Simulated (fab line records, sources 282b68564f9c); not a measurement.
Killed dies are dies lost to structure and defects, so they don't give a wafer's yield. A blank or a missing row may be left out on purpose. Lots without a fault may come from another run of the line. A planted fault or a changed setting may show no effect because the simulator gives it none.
Which tool did it? | flow rit_cmos | 14 lots, 42 wafers sampled, at 2 steps of a route of 202

WHAT THE GAUGES READ, wafer by wafer
The record holds no reading of a measuring or inspecting step that can be judged against a usual standard deviation.

WHICH TOOL RAN EACH LOT (tool, then ch and the chambers of the sampled wafers, then the start)
lot  | RIT_GATE_OXIDATION_05        | RIT_M1_PROBE_99
L482 | furnace-01 ch 0, day 2 09:54 | -
L483 | furnace-04 ch 0, day 2 15:23 | prober-01, day 3 17:31
L484 | furnace-03 ch 0, day 2 19:22 | prober-02, day 3 21:10
L485 | furnace-03 ch 0, day 3 00:19 | -
L486 | furnace-03 ch 0, day 3 04:49 | prober-02, day 4 06:53
L490 | furnace-01 ch 0, day 4 01:11 | -
L491 | furnace-03 ch 0, day 4 08:56 | prober-02, day 5 10:51
L494 | furnace-04 ch 0, day 4 23:21 | prober-01, day 6 01:11
L498 | furnace-04 ch 0, day 5 17:48 | prober-01, day 6 19:27
L499 | furnace-04 ch 0, day 6 01:56 | prober-02, day 7 05:35
L501 | furnace-03 ch 0, day 6 09:15 | prober-01, day 7 11:35
L503 | furnace-01 ch 0, day 7 04:31 | prober-02, day 8 06:44
L504 | furnace-01 ch 0, day 7 04:31 | -
L505 | furnace-01 ch 0, day 7 04:31 | prober-01, day 8 08:44
- RIT_GATE_OXIDATION_05: target thk 3 nm, ox time 274.8 s.
- RIT_M1_PROBE_99

WHAT THE TOOLS THEMSELVES READ (means of the sampled wafers that have a number; where no wafer has one, the mark that the record gives instead)
RIT_GATE_OXIDATION_05.
lot  | tool       | spike_tc_centre_C (C) | tube_center_temp_C_max | zone_power_centre_pct (%)
L482 | furnace-01 | 901.4                 | 902.1                  | 43
L483 | furnace-04 | 902.8                 | 902.3                  | 36
L484 | furnace-03 | 900.5                 | 902.4                  | 37
L485 | furnace-03 | 902.0                 | 902.3                  | 36
L486 | furnace-03 | 900.5                 | 902.5                  | 37
L490 | furnace-01 | 901.8                 | 902.3                  | 43
L491 | furnace-03 | 901.9                 | 902.2                  | 37
L494 | furnace-04 | 902.5                 | 902.9                  | 37
L498 | furnace-04 | 902.4                 | 902.5                  | 36
L499 | furnace-04 | 902.1                 | 902.4                  | 36
L501 | furnace-03 | 900.7                 | 902.5                  | 37
L503 | furnace-01 | 902.0                 | 902.2                  | 43
L504 | furnace-01 | 901.9                 | 902.0                  | 43
L505 | furnace-01 | 901.2                 | 902.3                  | 43

RIT_M1_PROBE_99.
lot  | tool      | killed_at_contacts | killed_at_front_end | killed_dies | killed_on_rim | killed_open | killed_short
L483 | prober-01 | 0.3                | 7.7                 | 8.0         | 2.3           | 3.0         | 5.0
L484 | prober-02 | 0.7                | 5.0                 | 5.7         | 1.7           | 2.3         | 3.3
L486 | prober-02 | 0.0                | 8.0                 | 8.0         | 1.3           | 4.0         | 4.0
L491 | prober-02 | 0.0                | 4.3                 | 4.3         | 1.3           | 1.3         | 3.0
L494 | prober-01 | 0.0                | 10.0                | 10.0        | 2.3           | 3.7         | 6.3
L498 | prober-01 | 0.0                | 121.3               | 121.3       | 31.7          | 2.7         | 2.0
L499 | prober-02 | 0.0                | 124.3               | 124.3       | 32.3          | 3.0         | 3.3
L501 | prober-01 | 0.0                | 6.7                 | 6.7         | 1.7           | 4.0         | 2.7
L503 | prober-02 | 0.0                | 5.3                 | 5.3         | 1.0           | 3.7         | 1.7
L505 | prober-01 | 0.3                | 6.3                 | 6.7         | 1.7           | 3.0         | 3.7

THE ANSWER, worked out from the rows above alone
Rule: what is usual is taken from the lots themselves. Put in order of their means at a reading, lots are off if they are a third of the lots or fewer, leave a main group of 4 or more, and stand apart from it by a gap of 3 or more times the standard deviation of the main group's means; of several such gaps the widest counts. A main group whose means are all the same, to the digits that the tables above print for the reading, isn't used. A lot without any number at a reading at which 4 lots or more have one is off too. The other lots that the step has rows for count as sound. The gauges are gone through in route order, then the tools' own readings, and for those a lot's mean is taken as printed above. The first step at which some lot is off is used, and at that step the reading that is off furthest; a lot without a number counts as furthest.
Off: L498, L499, at RIT_M1_PROBE_99 (killed_on_rim). The main group: mean 1.7, standard deviation 0.44. Neither off nor sound, because the step has no rows for them: L482, L485, L490, L504.
A tool fits if, at that step or a process step before it, it ran every lot that is off, and no sound lot after the first of them. One fits: furnace-04 at RIT_GATE_OXIDATION_05. Its last sound lot is L494 (day 4 23:21), its first lot that is off L498 (day 5 17:48): a fault that began between those two fits.

WHAT THE SIMULATOR HAD PUT IN
Chamber particle source: furnace-04, from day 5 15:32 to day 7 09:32, at RIT_GATE_OXIDATION_05. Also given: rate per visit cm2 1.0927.
Lots struck among those shown: L498, L499. The rule above found the same.
